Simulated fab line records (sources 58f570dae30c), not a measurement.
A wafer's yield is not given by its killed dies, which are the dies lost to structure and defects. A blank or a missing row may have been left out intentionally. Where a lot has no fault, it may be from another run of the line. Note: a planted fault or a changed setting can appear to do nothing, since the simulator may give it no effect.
Which of the tools did it?    flow berkeley-cmos170    14 lots, 42 wafers sampled, at 3 steps of a route of 331

== WHAT THE GAUGES READ, wafer by wafer ==
UCB170_NWELL_THK_MEAS_02. Usual: for NWELL_OXIDE_THK the level is 26.6 nm and the standard deviation is 0.36.
lot   measured     on             NWELL_OXIDE_THK (nm)  flag
L889  day 2 03:12  film-metro-04  26.4 26.5 26.2        
L890  day 2 11:59  film-metro-02  26.1 26.3 25.8        
L891  day 2 17:34  film-metro-02  26.4 26.6 26.0        
L898  day 4 01:15  film-metro-01  26.2 26.3 26.4        
L899  day 4 05:26  film-metro-04  27.2 26.7 26.4        
L903  day 4 21:13  film-metro-01  26.2 26.8 26.8        
L902  day 4 21:14  film-metro-04  26.9 27.0 26.7        
L905  day 5 09:23  film-metro-04  26.9 26.7 26.6        
L906  day 5 19:42  film-metro-04  26.6 26.3 26.2        
L907  day 5 19:42  film-metro-01  26.2 26.3 26.1        
L908  day 6 06:16  film-metro-02  26.8 26.9 27.0        
L909  day 6 06:16  film-metro-04  26.7 26.6 26.7        
L910  day 6 14:32  film-metro-01  26.4 26.1 26.1        
L911  day 6 14:32  film-metro-02  26.3 25.8 26.1        

UCB170_PWELL_TW_MEAS_17. Usual: for PWELL_TW the level is 374.5 and the standard deviation is 3.
lot   measured     on             PWELL_TW           flag
L889  day 3 08:16  film-metro-01  371.0 374.1 373.8  
L890  day 3 19:40  film-metro-04  378.9 377.2 375.9  
L891  day 3 19:43  film-metro-01  370.8 371.1 370.5  
L898  day 5 08:14  film-metro-04  374.8 376.6 376.9  
L899  day 5 07:35  film-metro-04  378.0 375.5 373.8  
L903  day 6 05:57  film-metro-04  377.8 378.5 378.7  
L902  day 6 05:55  film-metro-01  370.5 372.1 369.1  
L905  day 6 18:35  film-metro-04  376.0 376.3 376.6  
L906  day 7 01:55  film-metro-04  378.2 376.8 376.7  
L907  day 7 02:01  film-metro-04  379.8 377.3 377.1  
L908  day 7 12:09  film-metro-01  369.8 372.0 371.4  
L909  day 7 12:29  film-metro-04  378.5 377.1 377.6  
L910  day 7 21:50  film-metro-04  378.6 379.5 376.9  
L911  day 7 21:37  film-metro-03  376.5 373.6 371.5  

== TOOL THAT RAN EACH LOT (tool first, then ch and the chambers of the sampled wafers, then the start) ==
lot   UCB170_NWELL_ETCH_13
L889  rie-diel-01 ch 1,2,3, day 2 12:46
L890  rie-diel-01 ch 0,1,3, day 2 22:16
L891  rie-diel-04 ch 2,3, day 3 00:41
L898  rie-diel-01 ch 0,1, day 4 08:16
L899  rie-diel-03 ch 0,1,3, day 4 14:13
L903  rie-diel-04 ch 0,2,3, day 5 07:43
L902  rie-diel-01 ch 0,1, day 5 08:07
L905  rie-diel-03 ch 0,1, day 5 22:04
L906  rie-diel-01 ch 0,2,3, day 6 05:14
L907  rie-diel-04 ch 0,1, day 6 04:57
L908  rie-diel-03 ch 0,1, day 6 15:51
L909  rie-diel-04 ch 1,2,3, day 6 16:24
L910  rie-diel-01 ch 0,1, day 7 01:07
L911  rie-diel-03 ch 0,2,3, day 7 01:23
- UCB170_NWELL_ETCH_13: etches Si3N4 in CH3F/Ar/O2, stops on SiO2, target depth 246.4 nm, time 154 s.

== WHAT THE TOOLS THEMSELVES READ (means of the sampled wafers that have a number; where no wafer has one, the mark that the record gives instead) ==
UCB170_NWELL_ETCH_13. Usual: drypump-motor-current-A 5.64 A, standard deviation 0.26; oes-product-au 0.946 a.u., standard deviation 0.019; throttle-valve-pct 8.04 %, standard deviation 0.069.
lot   tool         drypump-motor-current-A (A)  oes-product-au (a.u.)  throttle-valve-pct (%)  flag
L889  rie-diel-01  5.58                         0.937                  8.03                    
L890  rie-diel-01  5.62                         0.938                  8.06                    
L891  rie-diel-04  5.85                         0.936                  8.11                    
L898  rie-diel-01  5.70                         0.934                  8.10                    
L899  rie-diel-03  5.51                         0.947                  7.98                    
L903  rie-diel-04  5.79                         0.941                  8.05                    
L902  rie-diel-01  5.69                         0.937                  8.06                    
L905  rie-diel-03  5.23                         0.949                  8.04                    
L906  rie-diel-01  5.60                         0.935                  8.07                    
L907  rie-diel-04  5.94                         0.952                  8.00                    
L908  rie-diel-03  5.41                         0.938                  8.05                    
L909  rie-diel-04  5.82                         0.946                  8.08                    
L910  rie-diel-01  5.66                         0.945                  8.07                    
L911  rie-diel-03  5.66                         0.944                  8.00                    

== THE ANSWER, worked out from the rows above alone ==
Rule: a lot is off if the mean of its wafers that have a number lies more than 3 standard deviations from the usual mean. A lot without any number at a reading at which 4 lots or more have one is off too. Where the step has rows for the other lots, those lots are counted as sound. After the gauges, taken in route order, come the tools' own readings; for these a lot's mean is taken, as printed above. The first step at which some lot is off is used, and at that step the reading that is off furthest; a lot without a number counts as furthest.
None of the lots is off at any reading shown; this tells nothing.

== WHAT WAS PUT IN BY THE SIMULATOR ==
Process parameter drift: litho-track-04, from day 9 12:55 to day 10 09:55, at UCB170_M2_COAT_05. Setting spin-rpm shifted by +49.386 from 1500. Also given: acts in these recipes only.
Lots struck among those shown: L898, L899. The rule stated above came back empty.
